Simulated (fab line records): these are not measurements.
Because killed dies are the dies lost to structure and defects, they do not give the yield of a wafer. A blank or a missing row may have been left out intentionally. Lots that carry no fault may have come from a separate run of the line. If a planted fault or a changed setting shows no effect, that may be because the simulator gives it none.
Split-lot trial    flow berkeley cmos170    5 lots, 23 wafers read, on a route of 331 steps

## THE SPLIT ITSELF
At UCB170_PSD_EXPOSE_03 (exposes mask PSELECT MOD, target cd 1200 nm), the setting dose mj was moved away from the recipe's 30 on 7 of the 23 wafers read, by -5.8% to +5.1%. For the rest of the wafers, this setting stayed at what the recipe calls for.

## FROM THE SPLIT TO THE READING: what the file shows between them, 2 steps
- UCB170_PSD_PEB_04
- UCB170_PSD_DEVELOP_05: develop time 45 s

## THE READING
cd nm at UCB170_PSD_CD_MEAS_06, given in nm (cd target 1200 nm). On this fab line, fault-free wafers typically give 1199.1 nm with a standard deviation of 1.1 nm.

wafer   tool, chamber at the split  dose mj as run  against the recipe  cd nm, nm  against lot-mates on the recipe
L075.1  krf scanner-01, 0           30              recipe              1197.7     -
L075.2  krf scanner-01, 0           30              recipe              1197.9     -
L075.3  krf scanner-01, 0           30              recipe              1197.7     -
L075.4  krf scanner-01, 0           30              recipe              1197.5     -
L075.5  krf scanner-01, 0           30              recipe              1197.9     -
L079.1  krf scanner-02, 0           29.1            -3.0%               1194.7     -4.1
L079.2  krf scanner-02, 0           30              recipe              1200.1     -
L079.3  krf scanner-02, 0           30              recipe              1197.5     -
L079.4  krf scanner-02, 0           29.1            -3.0%               1194.3     -4.5
L079.5  krf scanner-02, 0           29.1            -3.0%               1195.1     -3.7
L081.2  krf scanner-01, 0           30              recipe              1199.1     -
L081.4  krf scanner-01, 0           30              recipe              1199.0     -
L081.5  krf scanner-01, 0           30              recipe              1199.2     -
L080.1  krf scanner-01, 0           30              recipe              1198.7     -
L080.3  krf scanner-01, 0           31.54           +5.1%               1208.2     +9.6
L080.4  krf scanner-01, 0           30              recipe              1198.3     -
L080.5  krf scanner-01, 0           30              recipe              1198.7     -
L080.6  krf scanner-01, 0           31.54           +5.1%               1205.9     +7.3
L085.1  krf scanner-02, 0           30              recipe              1201.6     -
L085.2  krf scanner-02, 0           30              recipe              1201.3     -
L085.3  krf scanner-02, 0           30              recipe              1199.0     -
L085.4  krf scanner-02, 0           28.26           -5.8%               1190.8     -9.8
L085.5  krf scanner-02, 0           28.26           -5.8%               1189.9     -10.7

FIT RESULTS
A straight line over all 23 wafers: cd nm changes by +1.5 nm for each +1% of dose mj; r = +0.96; the points scatter about the line by 1.2 nm.
The same after taking each lot's own level away (the mean of its wafers on the recipe; 23 wafers): +1.66 nm for each +1%; r = +0.98; scatter 0.82 nm.
On that fit, the largest move of dose mj shifts the reading by 9.6 nm.
The span of the lots' own levels, 1197.74 to 1200.63 nm, comes to 2.6 times the standard deviation stated above.
Consequently the slope shifts little with the lot-to-lot level, the two slopes agreeing.
Check: -9.48 nm against its lot-mates is what the line predicts for one of the wafers moved furthest among these (-5.8%) when that wafer is left out of the fit. It came out at -9.83 nm against them.

## ADDITIONAL SPLITS CARRIED BY THESE WAFERS
Other splits were also applied to these wafers ahead of the reading. Each is held against what the fit with the lots' levels taken away leaves over:
other split on the same wafers          wafers away from the commonest value  r with cd nm (lot level and that fit taken away)
UCB170_ZERO_COAT_01 resist thk nm       4                                     +0.29
UCB170_ZERO_DEVELOP_05 dev temp c       2                                     +0.03
UCB170_ACTIVE_PEB_11 peb temp c         11                                    +0.25
UCB170_SACOX_OXIDATION_01 temp c        18                                    +0.07
UCB170_SCREENOX_OXIDATION_01 ox time s  15                                    -0.20
UCB170_NVT_IMPLANT_07 energy kev        4                                     -0.07
UCB170_PVT_IMPLANT_07 dose cm2          9                                     -0.39
UCB170_PLDD_PEB_04 peb temp c           9                                     -0.14
UCB170_NLDD_IMPLANT_09 dose cm2         5                                     +0.14

## THE FILE'S OWN FIT
cd nm changes by +1.68 nm for each +1% of dose mj, r = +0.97.
